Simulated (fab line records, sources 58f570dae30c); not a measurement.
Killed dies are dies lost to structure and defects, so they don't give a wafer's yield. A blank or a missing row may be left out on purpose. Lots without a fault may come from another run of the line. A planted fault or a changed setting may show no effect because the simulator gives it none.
Which tool did it? | flow berkeley_cmos170 | 7 lots, 21 wafers sampled, at 2 steps of a route of 331

WHAT THE GAUGES READ, wafer by wafer
UCB170_NVT_TW_MEAS_09.
lot  | measured     | on            | NVT_TW
L247 | day 7 18:12  | film_metro-01 | 518 520 520
L248 | day 7 18:32  | film_metro-02 | 515 516 517
L250 | day 8 18:56  | film_metro-04 | 527 526 526
L257 | day 10 19:07 | film_metro-02 | 483 488 486
L261 | day 12 03:25 | film_metro-04 | 525 527 525
L263 | day 12 13:04 | film_metro-04 | 525 524 530
L265 | day 12 21:14 | film_metro-04 | 524 523 522

WHICH TOOL RAN EACH LOT (tool, then ch and the chambers of the sampled wafers, then the start)
lot  | UCB170_NVT_IMPLANT_07
L247 | implanter-04 ch 0, day 7 17:57
L248 | implanter-01 ch 0, day 7 18:17
L250 | implanter-04 ch 0, day 8 18:42
L257 | implanter-01 ch 0, day 10 18:53
L261 | implanter-03 ch 0, day 12 03:12
L263 | implanter-03 ch 0, day 12 12:49
L265 | implanter-04 ch 0, day 12 21:01
- UCB170_NVT_IMPLANT_07

THE ANSWER, worked out from the rows above alone
Rule: what is usual is taken from the lots themselves. Put in order of their means at a reading, lots are off if they are a third of the lots or fewer, leave a main group of 4 or more, and stand apart from it by a gap of 3 or more times the standard deviation of the main group's means; of several such gaps the widest counts. A main group whose means are all the same, to the digits that the tables above print for the reading, isn't used. A lot without any number at a reading at which 4 lots or more have one is off too. The other lots that the step has rows for count as sound.
Off: L257, at UCB170_NVT_TW_MEAS_09 (NVT_TW). The main group: mean 523, standard deviation 3.9.
A tool fits if, at a process step before that reading, it ran every lot that is off, and no sound lot after the first of them. The gauges at UCB170_NVT_TW_MEAS_09 are tried like those tools. Can't be told from this: 2 tools fit, implanter-01 at UCB170_NVT_IMPLANT_07, film_metro-02 at UCB170_NVT_TW_MEAS_09.

WHAT THE SIMULATOR HAD PUT IN
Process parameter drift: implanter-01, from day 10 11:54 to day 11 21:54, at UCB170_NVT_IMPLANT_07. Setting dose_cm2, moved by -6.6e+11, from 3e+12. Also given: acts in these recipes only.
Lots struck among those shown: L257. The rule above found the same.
